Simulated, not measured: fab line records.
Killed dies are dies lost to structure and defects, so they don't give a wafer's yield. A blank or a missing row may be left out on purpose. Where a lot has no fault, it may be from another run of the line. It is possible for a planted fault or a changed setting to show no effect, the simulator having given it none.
Which of the tools did it? | flow rit-cmos | 39 wafers from 13 lots sampled at 4 of the route's 202 steps

## WHAT EACH GAUGE READ, for each wafer
RIT_ACTIVE_BOW_MEAS_00. Usual: INCOMING_BOW typically reads -1 um, with standard deviation 6.9.
lot  | measured    | on            | INCOMING_BOW (um) | flag
L287 | day 1 15:01 | film-metro-03 | 12 3 2            |
L288 | day 1 20:00 | film-metro-04 | 1 2 -15           |
L290 | day 2 06:00 | film-metro-01 | 3 5 5             |
L291 | day 2 11:02 | film-metro-04 | 8 11 3            |
L292 | day 2 16:01 | film-metro-03 | -6 0 3            |
L294 | day 3 02:00 | film-metro-03 | 2 12 -7           |
L296 | day 3 12:00 | film-metro-01 | -15 5 2           |
L297 | day 3 17:00 | film-metro-03 | -5 -8 1           |
L299 | day 4 03:01 | film-metro-03 | 17 -2 0           |
L300 | day 4 08:04 | film-metro-01 | 2 -8 -6           |
L303 | day 4 23:01 | film-metro-03 | 0 2 -4            |
L307 | day 5 19:00 | film-metro-01 | 3 -7 4            |
L309 | day 6 05:00 | film-metro-03 | -13 -1 12         |

RIT_ACTIVE_THK_MEAS_04. Usual: ACTIVE_NITRIDE_THK typically reads 150.2 nm, with standard deviation 1.5.
lot  | measured    | on            | ACTIVE_NITRIDE_THK (nm) | flag
L287 | day 1 20:04 | film-metro-01 | 150.0 149.8 150.2       |
L288 | day 2 00:51 | film-metro-03 | 149.8 150.1 150.3       |
L290 | day 2 09:35 | film-metro-04 | 152.7 152.1 150.9       |
L291 | day 2 14:33 | film-metro-01 | 150.7 149.6 150.6       |
L292 | day 2 20:36 | film-metro-04 | 150.9 150.4 150.3       |
L294 | day 3 07:50 | film-metro-04 | 148.9 149.3 149.5       |
L296 | day 3 15:32 | film-metro-04 | 149.9 150.6 150.5       |
L297 | day 3 20:40 | film-metro-03 | 149.9 149.4 150.3       |
L299 | day 4 06:32 | film-metro-03 | 149.8 149.0 149.2       |
L300 | day 4 11:56 | film-metro-03 | 151.3 151.2 151.6       |
L303 | day 5 03:34 | film-metro-01 | 149.0 149.2 150.4       |
L307 | day 5 22:32 | film-metro-01 | 150.6 151.0 149.7       |
L309 | day 6 08:32 | film-metro-04 | 145.6 145.6 146.0       |

RIT_NRETRO_TW_MEAS_10. Usual: NRETRO_TW typically reads 1048, with standard deviation 8.7.
lot  | measured    | on            | NRETRO_TW         | flag
L287 | day 2 13:27 | film-metro-03 | 1043 1042 1045    |
L288 | day 2 17:36 | film-metro-04 | 1052 1053 1058    |
L290 | day 3 01:32 | film-metro-04 | 1043 1053 1045    |
L291 | day 3 06:55 | film-metro-04 | 1042 1043 1042    |
L292 | day 3 14:58 | film-metro-03 | 1040 1038 1044    |
L294 | day 4 01:52 | film-metro-04 | 1051 1054 1043    |
L296 | day 4 09:08 | film-metro-04 | 1047 1049 1049    |
L297 | day 4 17:11 | film-metro-04 | 1054 1049 1050    |
L299 | day 4 23:43 | film-metro-04 | 31 31 31 31 31 31 | OFF
L300 | day 5 06:00 | film-metro-01 | 1054 1056 1055    |
L303 | day 6 00:40 | film-metro-01 | 1065 1075 1064    |
L307 | day 6 15:54 | film-metro-03 | 1043 1041 1044    |
L309 | day 7 00:18 | film-metro-03 | 1035 1034 1036    |

## WHICH TOOL RAN EACH LOT (tool, then ch and the chambers of the sampled wafers, then the start)
lot  | RIT_NWELL_STRIP_09
L287 | plasma-asher-02 ch 1, day 2 04:45
L288 | plasma-asher-02 ch 0,1, day 2 08:45
L290 | plasma-asher-02 ch 0,1, day 2 16:48
L291 | plasma-asher-04 ch 0,1, day 2 21:48
L292 | plasma-asher-02 ch 0,1, day 3 06:07
L294 | plasma-asher-02 ch 0,1, day 3 17:09
L296 | plasma-asher-01 ch 0,1, day 3 22:49
L297 | plasma-asher-02 ch 0,1, day 4 08:04
L299 | plasma-asher-02 ch 0,1, day 4 13:55
L300 | plasma-asher-04 ch 0,1, day 4 20:36
L303 | plasma-asher-04 ch 0,1, day 5 15:25
L307 | plasma-asher-01 ch 1, day 6 06:08
L309 | plasma-asher-01 ch 0,1, day 6 15:42
- RIT_NWELL_STRIP_09: strips in O2, time 180 s.

## AS READ BY THE TOOLS THEMSELVES (means over the sampled wafers that have a number; for cases with no such wafer, the mark the record gives instead)
RIT_NWELL_STRIP_09. Usual: drypump-motor-current-A 5.7 A, standard deviation 0.5; run-length-s 208.4 s, standard deviation 0.53.
lot  | tool            | drypump-motor-current-A (A) | run-length-s (s) | flag
L287 | plasma-asher-02 | 5.8                         | 208.0            |
L288 | plasma-asher-02 | 6.1                         | 208.3            |
L290 | plasma-asher-02 | 6.1                         | 208.2            |
L291 | plasma-asher-04 | 5.5                         | 208.0            |
L292 | plasma-asher-02 | 6.3                         | 208.4            |
L294 | plasma-asher-02 | 6.3                         | 208.4            |
L296 | plasma-asher-01 | 5.6                         | 208.8            |
L297 | plasma-asher-02 | 6.3                         | 208.7            |
L299 | plasma-asher-02 | 6.3                         | 72.3             | OFF
L300 | plasma-asher-04 | 5.5                         | 208.3            |
L303 | plasma-asher-04 | 5.5                         | 208.8            |
L307 | plasma-asher-01 | 4.9                         | 208.2            |
L309 | plasma-asher-01 | 5.2                         | 208.5            |

## THE ANSWER, worked out from the rows above alone
Rule: take the mean of a lot's wafers that have a number; if it is more than 3 standard deviations from the usual mean, the lot is off. A lot without any number at a reading at which 4 lots or more have one is off too. The other lots that the step has rows for count as sound. After the gauges, taken in route order, come the tools' own readings; for these a lot's mean is taken, as printed above. The first step at which some lot is off is used, and at that step the reading that is off furthest; a lot without a number counts as furthest.
Off: L299, seen at RIT_NRETRO_TW_MEAS_10 (NRETRO_TW).
If a tool, at a process step before that reading, ran all the lots that are off and no sound lot after the first of them, it fits. Not tried: the gauges at RIT_NRETRO_TW_MEAS_10; whatever is off there is also off at RIT_NWELL_STRIP_09, on other tools, and gauge error can't account for it. One fits: plasma-asher-02 at RIT_NWELL_STRIP_09. Its last sound lot is L297 (day 4 08:04), its first lot that is off L299 (day 4 13:55): a fault that began between those two fits.
The tool's own readings at RIT_NWELL_STRIP_09 bear it out: on the lots that are off they differ by more than 5 times the standard deviation of the sound lots' means. run-length-s reads 72.3 s there against 208.4 s on the sound lots.

## WHAT HAD BEEN PUT IN BY THE SIMULATOR
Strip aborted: plasma-asher-02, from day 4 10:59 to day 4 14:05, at RIT_NWELL_STRIP_09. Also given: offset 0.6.
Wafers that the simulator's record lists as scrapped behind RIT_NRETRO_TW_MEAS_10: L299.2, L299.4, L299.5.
Struck lots among those shown: L299. The same result came from the rule above.
